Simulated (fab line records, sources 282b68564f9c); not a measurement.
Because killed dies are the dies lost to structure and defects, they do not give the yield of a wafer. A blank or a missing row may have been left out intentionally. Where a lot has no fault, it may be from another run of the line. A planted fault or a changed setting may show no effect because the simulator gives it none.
Split-lot experiment + flow rit_cmos + route with 202 steps; 5 lots, 23 wafers read

== ABOUT THE SPLIT ==
At RIT_FOX2_OXIDATION_00 (target thk 350.7 nm, ox time 1130 s), the setting ox_time_s was moved away from the recipe's 1130 s on 10 of the 23 wafers read, by -9.6% to +14.1%. All remaining wafers had this setting at the recipe value.

The split's own step is where the reading is taken.

== THE READING ==
SiO2_of_FOX2_OXIDATION_00.thk_nm (the simulator's own value, which no gauge read), in nm, at RIT_FOX2_OXIDATION_00 (target thk 350.7 nm, ox time 1130 s). There is no usual value for it anywhere in the file. Here, 13 wafers ran the recipe; their average is 349.4 nm with a standard deviation of 9.6 nm.

| wafer  | tool, chamber at the split | ox_time_s as run, s | against the recipe | SiO2_of_FOX2_OXIDATION_00.thk_nm, nm | against lot-mates on the recipe |
|--------|----------------------------|---------------------|--------------------|--------------------------------------|---------------------------------|
| L074.3 | furnace-04, 0              | 1130                | recipe             | 357.2                                | -                               |
| L074.5 | furnace-04, 0              | 1130                | recipe             | 360.8                                | -                               |
| L074.6 | furnace-04, 0              | 1130                | recipe             | 356.5                                | -                               |
| L076.1 | -, -                       | 1130                | recipe             | 340.2                                | -                               |
| L076.3 | -, -                       | 1130                | recipe             | 333                                  | -                               |
| L076.4 | -, -                       | 1130                | recipe             | 344                                  | -                               |
| L076.5 | -, -                       | 1130                | recipe             | 336.3                                | -                               |
| L076.6 | -, -                       | 1130                | recipe             | 336.7                                | -                               |
| L077.1 | -, -                       | 1289                | +14.1%             | 377.1                                | no lot-mate on the recipe       |
| L077.2 | -, -                       | 1289                | +14.1%             | 380.4                                | no lot-mate on the recipe       |
| L077.4 | -, -                       | 1289                | +14.1%             | 377.6                                | no lot-mate on the recipe       |
| L077.5 | -, -                       | 1289                | +14.1%             | 380.3                                | no lot-mate on the recipe       |
| L077.6 | -, -                       | 1289                | +14.1%             | 380.2                                | no lot-mate on the recipe       |
| L080.1 | -, -                       | 1130                | recipe             | 358.5                                | -                               |
| L080.2 | -, -                       | 1130                | recipe             | 356.1                                | -                               |
| L080.3 | -, -                       | 1130                | recipe             | 356.3                                | -                               |
| L080.4 | -, -                       | 1130                | recipe             | 357.6                                | -                               |
| L080.5 | -, -                       | 1130                | recipe             | 349.5                                | -                               |
| L083.1 | -, -                       | 1021                | -9.6%              | 332                                  | no lot-mate on the recipe       |
| L083.2 | -, -                       | 1021                | -9.6%              | 336.5                                | no lot-mate on the recipe       |
| L083.3 | -, -                       | 1021                | -9.6%              | 333.8                                | no lot-mate on the recipe       |
| L083.5 | -, -                       | 1021                | -9.6%              | 335.4                                | no lot-mate on the recipe       |
| L083.6 | -, -                       | 1021                | -9.6%              | 332.9                                | no lot-mate on the recipe       |

FIT RESULTS
A straight line over all 23 wafers: SiO2_of_FOX2_OXIDATION_00.thk_nm changes by +1.92 nm for each +1% of ox_time_s; r = +0.90; the points scatter about the line by 7.8 nm.
Too few moved wafers with a lot-mate on the recipe to fit a line net of each lot's own level.

== FILE'S OWN FIT ==
SiO2_of_FOX2_OXIDATION_00.thk_nm changes by +1.92 nm for each +1% of ox_time_s, r = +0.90.
